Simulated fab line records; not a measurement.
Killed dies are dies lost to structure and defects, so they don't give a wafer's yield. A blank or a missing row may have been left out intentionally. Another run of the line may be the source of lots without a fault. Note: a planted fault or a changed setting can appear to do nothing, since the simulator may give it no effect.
Which tool is to blame? || flow ritCmos || route of 202 steps, sampled at 1 step: 14 lots, 42 wafers

WHAT EACH GAUGE READ, for each wafer
No reading from a measuring or inspecting step in the record can be judged against a usual standard deviation.

WHAT TOOL EACH LOT RAN ON (gives the tool, then ch and the chambers of the sampled wafers, and finally the start)
{"lot": "L697", "RIT_GATE_ANNEAL_06": "furnace-01 ch 0, day 2 13:35"}
{"lot": "L698", "RIT_GATE_ANNEAL_06": "furnace-01 ch 0, day 2 16:23"}
{"lot": "L701", "RIT_GATE_ANNEAL_06": "furnace-03 ch 0, day 3 12:04"}
{"lot": "L702", "RIT_GATE_ANNEAL_06": "furnace-01 ch 0, day 3 15:32"}
{"lot": "L703", "RIT_GATE_ANNEAL_06": "furnace-02 ch 0, day 3 18:14"}
{"lot": "L707", "RIT_GATE_ANNEAL_06": "furnace-01, day 4 15:07"}
{"lot": "L708", "RIT_GATE_ANNEAL_06": "furnace-02, day 4 18:05"}
{"lot": "L714", "RIT_GATE_ANNEAL_06": "furnace-01 ch 0, day 5 22:02"}
{"lot": "L715", "RIT_GATE_ANNEAL_06": "furnace-02 ch 0, day 6 04:26"}
{"lot": "L716", "RIT_GATE_ANNEAL_06": "furnace-01 ch 0, day 6 09:18"}
{"lot": "L717", "RIT_GATE_ANNEAL_06": "furnace-02 ch 0, day 6 13:50"}
{"lot": "L718", "RIT_GATE_ANNEAL_06": "furnace-02 ch 0, day 6 21:08"}
{"lot": "L719", "RIT_GATE_ANNEAL_06": "furnace-03 ch 0, day 7 01:23"}
{"lot": "L720", "RIT_GATE_ANNEAL_06": "furnace-03 ch 0, day 7 05:12"}
- RIT_GATE_ANNEAL_06: time 600 s.

AS READ BY THE TOOLS THEMSELVES (means over the sampled wafers that have a number; for cases with no such wafer, the mark the record gives instead)
RIT_GATE_ANNEAL_06. Usual: runLengthS 868 s, standard deviation 5.2; spikeTcCentreC 902.1 C, standard deviation 1.1; zonePowerSourcePct 25.7 %, standard deviation 3.
{"lot": "L697", "tool": "furnace-01", "runLengthS (s)": 861, "spikeTcCentreC (C)": 902.7, "zonePowerSourcePct (%)": 22.6, "flag": ""}
{"lot": "L698", "tool": "furnace-01", "runLengthS (s)": 866, "spikeTcCentreC (C)": 903.0, "zonePowerSourcePct (%)": 22.4, "flag": ""}
{"lot": "L701", "tool": "furnace-03", "runLengthS (s)": 871, "spikeTcCentreC (C)": 902.5, "zonePowerSourcePct (%)": 29.7, "flag": ""}
{"lot": "L702", "tool": "furnace-01", "runLengthS (s)": 866, "spikeTcCentreC (C)": 901.9, "zonePowerSourcePct (%)": 22.5, "flag": ""}
{"lot": "L703", "tool": "furnace-02", "runLengthS (s)": 872, "spikeTcCentreC (C)": 901.7, "zonePowerSourcePct (%)": 27.3, "flag": ""}
{"lot": "L707", "tool": "furnace-01", "runLengthS (s)": "-", "spikeTcCentreC (C)": "-", "zonePowerSourcePct (%)": "-", "flag": "OFF"}
{"lot": "L708", "tool": "furnace-02", "runLengthS (s)": "-", "spikeTcCentreC (C)": "-", "zonePowerSourcePct (%)": "-", "flag": "OFF"}
{"lot": "L714", "tool": "furnace-01", "runLengthS (s)": 862, "spikeTcCentreC (C)": 902.3, "zonePowerSourcePct (%)": 22.5, "flag": ""}
{"lot": "L715", "tool": "furnace-02", "runLengthS (s)": 877, "spikeTcCentreC (C)": 902.5, "zonePowerSourcePct (%)": 27.3, "flag": ""}
{"lot": "L716", "tool": "furnace-01", "runLengthS (s)": 862, "spikeTcCentreC (C)": 901.8, "zonePowerSourcePct (%)": 22.6, "flag": ""}
{"lot": "L717", "tool": "furnace-02", "runLengthS (s)": 865, "spikeTcCentreC (C)": 902.5, "zonePowerSourcePct (%)": 27.3, "flag": ""}
{"lot": "L718", "tool": "furnace-02", "runLengthS (s)": 866, "spikeTcCentreC (C)": 902.5, "zonePowerSourcePct (%)": 27.5, "flag": ""}
{"lot": "L719", "tool": "furnace-03", "runLengthS (s)": 872, "spikeTcCentreC (C)": 902.2, "zonePowerSourcePct (%)": 29.4, "flag": ""}
{"lot": "L720", "tool": "furnace-03", "runLengthS (s)": 877, "spikeTcCentreC (C)": 902.3, "zonePowerSourcePct (%)": 29.8, "flag": ""}

THE ANSWER, worked out from the rows above alone
Rule: lot off if the mean of its wafers having a number is beyond 3 standard deviations from the usual mean. Also off: a lot with no number at a reading for which 4 or more lots have one. Where the step has rows for the other lots, those lots are counted as sound. After the gauges, taken in route order, come the tools' own readings; for these a lot's mean is taken, as printed above. The first step at which some lot is off is used, and at that step the reading that is off furthest; a lot without a number counts as furthest.
Off: L707, L708, at RIT_GATE_ANNEAL_06 (runLengthS). Without a number there: L707, L708.
If a tool, at that step or one of the process steps before it, ran each lot that is off and ran no sound lot following the first of them, it fits. None of those tried fits.

WHAT THE SIMULATOR HAD INSERTED
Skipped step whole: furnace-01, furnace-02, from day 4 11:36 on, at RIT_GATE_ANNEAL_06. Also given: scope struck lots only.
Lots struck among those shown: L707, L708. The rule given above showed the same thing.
